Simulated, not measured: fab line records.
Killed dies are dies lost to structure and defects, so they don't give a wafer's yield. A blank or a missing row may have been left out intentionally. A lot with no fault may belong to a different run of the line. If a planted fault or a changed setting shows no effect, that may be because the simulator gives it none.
A struck lot beside a sound one ; flow ritCmos ; 43 out of 202 route steps
Sound: these wafers, L635.1, L635.2, L635.4. Struck: wafers L634.2, L634.3, L634.5. Last of all comes the cause.
At each step with rows: each side's tool, then ch and its chambers, then its first start. Under that, the readings that differ: sound wafers ; struck wafers ; difference of the means ; sigmas: that difference in standard deviations of wafers without a fault.
alike: readings with means less than 2 such deviations apart, plus words and numbers identical on both sides. not compared: withheld readings, readings lacking a value on some wafer, bounds such as >300 that could conceal the same value, and numbers that have no deviation in the record and whose values overlap.
Wherever a step has rows on one side only, a row that says differs or no value, or a row with sigmas, the two part there. Numbers that have no deviation but don't overlap get no sigmas and don't part them. A reading that every wafer of one side lacks parts them only if that side has two wafers or more.

first, 1 step without rows for these wafers: RIT_PRETRO_DEVELOP_05 (develop time 68 s).
RIT_PRETRO_OVL_MEAS_06:
  sound on overlay-02, day 5 05:01; struck on overlay-01, day 5 00:43
reading;sound;struck;difference;sigmas
PRETRO_OVL (nm);2.4 1.5 0.7;-0.9 -0.4 -1.8;-2.6;-2
then, 2 steps without rows for these wafers: RIT_PRETRO_HARDBAKE_07 (time 120 s); RIT_PRETRO_IMPLANT_08.
RIT_PRETRO_STRIP_09: strips in O2, time 180 s.
  sound on plasmaAsher-02 ch 0,1, day 5 05:26; struck on plasmaAsher-01 ch 0,1, day 5 01:13
  alike: drypumpMotorCurrentA, o2FlowSccm
  not compared: rfHoursCounterH
RIT_PRETRO_TW_MEAS_10:
  sound on filmMetro-02, day 5 05:37; struck on filmMetro-01, day 5 01:24
  alike: PRETRO_TW
then, 5 steps without rows for these wafers: RIT_GATE_WET_ETCH_00 (etches SiO2 in BOE, target depth 56 nm, time 60 s); RIT_GATE_CLEAN_01 (cleans in SC1, time 600 s); RIT_GATE_CLEAN_02 (cleans in dHF, time 30 s); RIT_GATE_CLEAN_03 (cleans in SC2, time 600 s); RIT_GATE_CLEAN_04 (cleans in dHF, time 60 s).
RIT_FOX2_THK_MEAS_91:
  sound on filmMetro-01, day 5 06:06; struck on filmMetro-03, day 5 01:53
  alike: FIELD_OXIDE_LEFT_2_THK
RIT_GATE_OXIDATION_05: target thk 3 nm, ox time 270 s.
  sound on furnace-01 ch 0, day 5 06:10; struck on furnace-03 ch 0, day 5 02:13
then, 1 step without rows for these wafers: RIT_GATE_ANNEAL_06 (time 600 s).
RIT_GATE_THK_MEAS_07:
  sound on filmMetro-04, day 5 07:29; struck on filmMetro-01, day 5 03:33
  alike: GATE_OXIDE_THK
then, 1 step without rows for these wafers: RIT_GATE_CVD_08 (deposits poly-Si from SiH4, target thk 250 nm, time 2220 s).
RIT_GATE_THK_MEAS_09:
  sound on filmMetro-03, day 5 09:10; struck on filmMetro-01, day 5 05:13
  alike: GATE_POLY_THK
then, 6 steps without rows for these wafers: RIT_GATE_HMDS_10 (prime time 60 s); RIT_GATE_COAT_11 (resist thk 855.5 nm); RIT_GATE_SOFTBAKE_12 (time 60 s); RIT_GATE_EXPOSE_13 (exposes mask M6, target cd 150 nm); RIT_GATE_PEB_14; RIT_GATE_DEVELOP_15 (develop time 50 s).
RIT_GATE_CD_MEAS_16: the cd target is 150 nm.
  sound on cdSem-02, day 5 10:11; struck on cdSem-01, day 5 06:16
  alike: cdNm
RIT_GATE_OVL_MEAS_17:
  sound on overlay-01, day 5 10:19; struck on overlay-01, day 5 06:22
  alike: GATE_OVL
then, 1 step without rows for these wafers: RIT_GATE_HARDBAKE_18 (time 60 s).
RIT_GATE_ETCH_19: etches poly-Si in SF6/CHF3/O2, stops on SiO2, time 165 s, target depth 312.5 nm.
  sound on rieSi-02 ch 1,2,3, day 5 10:30; struck on rieSi-01 ch 2,3, day 5 06:33
  alike: drypumpMotorCurrentA, oesProductAu, throttleValvePct
  not compared: rfHoursCounterH
RIT_GATE_STRIP_20: strips in O2, time 180 s.
  sound on plasmaAsher-01 ch 0,1, day 5 10:37; struck on plasmaAsher-04 ch 0,1, day 5 06:40
  alike: drypumpMotorCurrentA, o2FlowSccm
  not compared: rfHoursCounterH
RIT_GATE_CD_MEAS_90: the cd target is 150 nm.
  sound on cdSem-01, day 5 10:47; struck on cdSem-01, day 5 06:52
  alike: cdNm
then, 4 steps without rows for these wafers: RIT_REOX_CLEAN_00 (cleans in SC1, time 600 s); RIT_REOX_CLEAN_01 (cleans in dHF, time 30 s); RIT_REOX_CLEAN_02 (cleans in SC2, time 600 s); RIT_REOX_OXIDATION_03 (target thk 25.2 nm, ox time 5580 s).
RIT_REOX_THK_MEAS_04:
  sound on filmMetro-01, day 5 17:23; struck on filmMetro-01, day 5 10:02
  alike: REOX_OXIDE_THK
then, 6 steps without rows for these wafers: RIT_NLDD_HMDS_00 (prime time 60 s); RIT_NLDD_COAT_01 (resist thk 1000 nm); RIT_NLDD_SOFTBAKE_02 (time 60 s); RIT_NLDD_EXPOSE_03 (exposes mask M7, target cd 40700 nm); RIT_NLDD_PEB_04; RIT_NLDD_DEVELOP_05 (develop time 50 s).
RIT_NLDD_OVL_MEAS_06:
  sound on overlay-01, day 5 18:17; struck on overlay-02, day 5 11:11
  alike: NLDD_OVL
then, 1 step without rows for these wafers: RIT_NLDD_HARDBAKE_07 (time 60 s).
RIT_M1_PROBE_99:
  sound on prober-01, day 6 10:22; struck on prober-02, day 6 05:40
reading;sound;struck;difference;sigmas
model.etest.diodeNwellSub.leakLog10ACm2;-7.337 -7.367 -7.507;-6.568 -6.508 -6.286;+0.950;
model.etest.nmos_0p15.gateBvV (V);4.779 4.866 4.815;4.321 4.377 4.332;-0.477;
model.etest.pmos_0p15.gateBvV (V);4.765 4.758 4.701;4.206 4.243 4.224;-0.517;
model.etest.pmos_0p15.bvV (V);5.718 5.716 5.66;5.261 5.299 5.276;-0.419;
model.etest.pmos_0p3.bvV (V);5.716 5.714 5.66;5.261 5.299 5.276;-0.418;
model.etest.nmos_0p3.bvV (V);5.433 5.482 5.442;5.2 5.247 5.211;-0.2;
model.etest.nmos_0p15.bvV (V);5.433 5.482 5.442;5.2 5.247 5.211;-0.2;
  alike: killedAtContacts, killedAtFrontEnd, killedDies, killedOpen, killedShort

## WHERE THEY PART
RIT_PRETRO_OVL_MEAS_06 only, going by this record. Later steps at which nothing parts them and some readings are alike: RIT_PRETRO_STRIP_09, RIT_PRETRO_TW_MEAS_10, RIT_FOX2_THK_MEAS_91, RIT_GATE_THK_MEAS_07, RIT_GATE_THK_MEAS_09, RIT_GATE_CD_MEAS_16, RIT_GATE_OVL_MEAS_17, RIT_GATE_ETCH_19, RIT_GATE_STRIP_20, RIT_GATE_CD_MEAS_90, RIT_REOX_THK_MEAS_04, RIT_NLDD_OVL_MEAS_06, RIT_M1_PROBE_99.

WHY: what had been put in by the simulator
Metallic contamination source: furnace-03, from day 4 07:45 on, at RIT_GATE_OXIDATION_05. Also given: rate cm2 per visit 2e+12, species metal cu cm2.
